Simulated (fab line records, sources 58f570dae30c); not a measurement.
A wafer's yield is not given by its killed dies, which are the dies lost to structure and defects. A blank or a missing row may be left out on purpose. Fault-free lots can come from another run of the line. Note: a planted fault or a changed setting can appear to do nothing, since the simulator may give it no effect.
Split-lot trial	flow berkeleyCmos170	route with 331 steps; 5 lots, 23 wafers read

== THE SPLIT ==
At UCB170_PLDD_IMPLANT_08, the setting energyKev was moved away from the recipe's 10 on 10 of the 23 wafers read, by -5.2% to +4.3%. This setting was run at the recipe's value on the other wafers.

The reading is taken at the split's own step.

== THE READING ==
In nm, at UCB170_PLDD_IMPLANT_08: implant.drpNm, which is the simulator's own figure and was read by no gauge. No usual value for it is given in the file.

wafer	tool, chamber at the split	energyKev as run	against the recipe	implant.drpNm, nm	against lot-mates on the recipe
L079.1	implanter-02, 0	10	recipe	6.005	-
L079.5	implanter-02, 0	10	recipe	6.005	-
L079.2	implanter-02, 0	10.32	+3.2%	6.137	+0.132
L079.3	implanter-02, 0	10.32	+3.2%	6.137	+0.132
L079.4	implanter-02, 0	10.32	+3.2%	6.137	+0.132
L078.1	implanter-01, 0	10	recipe	6.005	-
L078.4	implanter-01, 0	10	recipe	6.005	-
L078.6	implanter-01, 0	10	recipe	6.005	-
L078.3	implanter-01, 0	10.43	+4.3%	6.183	+0.178
L078.5	implanter-01, 0	10.43	+4.3%	6.183	+0.178
L080.1	implanter-02, 0	10	recipe	6.005	-
L080.4	implanter-02, 0	10	recipe	6.005	-
L080.6	implanter-02, 0	10	recipe	6.005	-
L081.2	implanter-03, 0	10	recipe	6.005	-
L081.5	implanter-03, 0	10	recipe	6.005	-
L081.6	implanter-03, 0	10	recipe	6.005	-
L081.3	implanter-03, 0	9.764	-2.4%	5.906	-0.099
L081.4	implanter-03, 0	9.764	-2.4%	5.906	-0.099
L083.1	implanter-03, 0	10	recipe	6.005	-
L083.6	implanter-03, 0	10	recipe	6.005	-
L083.3	implanter-03, 0	9.482	-5.2%	5.787	-0.218
L083.4	implanter-03, 0	9.482	-5.2%	5.787	-0.218
L083.5	implanter-03, 0	9.482	-5.2%	5.787	-0.218

THE FIT
A straight line over all 23 wafers: implant.drpNm changes by +0.0417 nm for each +1% of energyKev; r = +1.00; the points scatter about the line by 0.0008 nm.
The same after taking each lot's own level away (the mean of its wafers on the recipe; 23 wafers): +0.0417 nm for each +1%; r = +1.00; scatter 0.0008 nm.
The reading moves by 0.22 nm for the largest change in energyKev, on that fit.
The lots' own levels span 6.0050 to 6.0050 nm.
Hence the lot-to-lot level has little effect on the slope; both slopes agree.
Check: for one of the wafers moved furthest among these (-5.2%), held out of the fit, the line's prediction against its lot-mates is -0.217 nm. Against them it came out at -0.218 nm.

== ADDITIONAL SPLITS CARRIED BY THESE WAFERS ==
Note: prior to the reading, these wafers also went through further splits. Each is held against what the fit with the lots' levels taken away leaves over:
other split on the same wafers	wafers away from the commonest value	r with implant.drpNm (lot level and that fit taken away)
UCB170_START_OXIDATION_02 tempC	10	-0.37
UCB170_ACTIVE_EXPOSE_10 doseMj	4	-0.09
UCB170_PFIELD_COAT_01 spinRpm	6	+0.30
UCB170_FIELD_OXIDATION_01 tempC	10	-0.20
UCB170_PVT_DEVELOP_05 devTempC	8	-0.12

== THE WHOLE CHAIN: every reading that the file lists as answering this split, in the file's order ==
step	what it does	reading	change (the file's fit)	r (the file's)
UCB170_PLDD_IMPLANT_08		implant.rpNm (the simulator's own value, which no gauge read)	+0.0755 nm for each +1% of the setting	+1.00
UCB170_PLDD_IMPLANT_08		implant.drpNm (the simulator's own value, which no gauge read)	+0.0417 nm for each +1% of the setting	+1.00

== FILE'S OWN FIT ==
implant.drpNm changes by +0.0417 nm for each +1% of energyKev, r = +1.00.
